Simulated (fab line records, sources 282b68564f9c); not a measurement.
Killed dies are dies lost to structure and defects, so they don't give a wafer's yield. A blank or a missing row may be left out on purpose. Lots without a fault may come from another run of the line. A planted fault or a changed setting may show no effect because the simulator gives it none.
One fault seen from 2 desks | flow rit_cmos | each desk has only its own numbers; what lay behind them comes last

THE METROLOGY DESK
What the gauges read, lot by lot, whatever tool the lot ran on: means of the sampled wafers that have a number. A lot is out of limits, marked OUT, if its mean lies more than 4 standard deviations from the usual mean; the brackets give that distance.
Columns: A = PRETRO_TW at RIT_PRETRO_TW_MEAS_10, usual 474.7
lot  | first seen here | A
L748 | day 2 08:53     | 472.9
L749 | day 2 13:45     | 477.3
L750 | day 2 20:58     | 475.8
L751 | day 3 03:16     | 470.6
L752 | day 3 09:18     | 469.5
L757 | day 4 07:31     | 475.4
L758 | day 4 12:23     | 477.2
L759 | day 4 16:38     | 471.4
L763 | day 5 12:34     | 475.1
L764 | day 5 15:44     | 476.3
L765 | day 5 21:43     | 474.5
L766 | day 6 03:55     | 477.4
L769 | day 6 17:10     | 475.9
L770 | day 6 23:02     | 472.8
This desk's finding: nothing out of limits on any of the 14 lots.

THE TOOL OWNER'S DESK: rie_diel-02
The tool's own readings at RIT_CONTACT_ETCH_11 (etches SiO2 in CHF3/CF4/Ar, stops on TiSi2, target depth 480 nm, time 320 s): means of the sampled wafers that have a number, for each lot that ran on this tool. A lot is out of limits, marked OUT, if its mean lies more than 4 standard deviations from the usual mean; the brackets give that distance.
Columns: A = cf4_flow_sccm at RIT_CONTACT_ETCH_11, usual 10.000 sccm; B = chamber_pressure_mTorr at RIT_CONTACT_ETCH_11, usual 99.99 mTorr; C = drypump_motor_current_A at RIT_CONTACT_ETCH_11, usual 5.7 A; D = oes_product_au at RIT_CONTACT_ETCH_11, usual 0.989 a.u.; E = throttle_valve_pct at RIT_CONTACT_ETCH_11, usual 8.80 %
lot  | first seen here | A      | B      | C   | D     | E
L748 | day 3 09:05     | 10.036 | 99.88  | 6.0 | 0.994 | 8.83
L749 | day 3 16:56     | 10.041 | 100.05 | 6.2 | 1.006 | 8.84
L750 | day 3 20:58     | 10.021 | 99.94  | 5.7 | 0.997 | 8.83
L759 | day 5 15:11     | 9.965  | 100.02 | 5.9 | 1.007 | 8.81
L763 | day 6 10:51     | 9.977  | 100.00 | 5.9 | 1.005 | 8.81
This desk's finding: nothing out of limits on any of the 5 lots.

PUT TOGETHER
The metrology desk saw nothing out of limits.
The tool owner's desk saw nothing out of limits.

WHAT THE SIMULATOR HAD PUT IN
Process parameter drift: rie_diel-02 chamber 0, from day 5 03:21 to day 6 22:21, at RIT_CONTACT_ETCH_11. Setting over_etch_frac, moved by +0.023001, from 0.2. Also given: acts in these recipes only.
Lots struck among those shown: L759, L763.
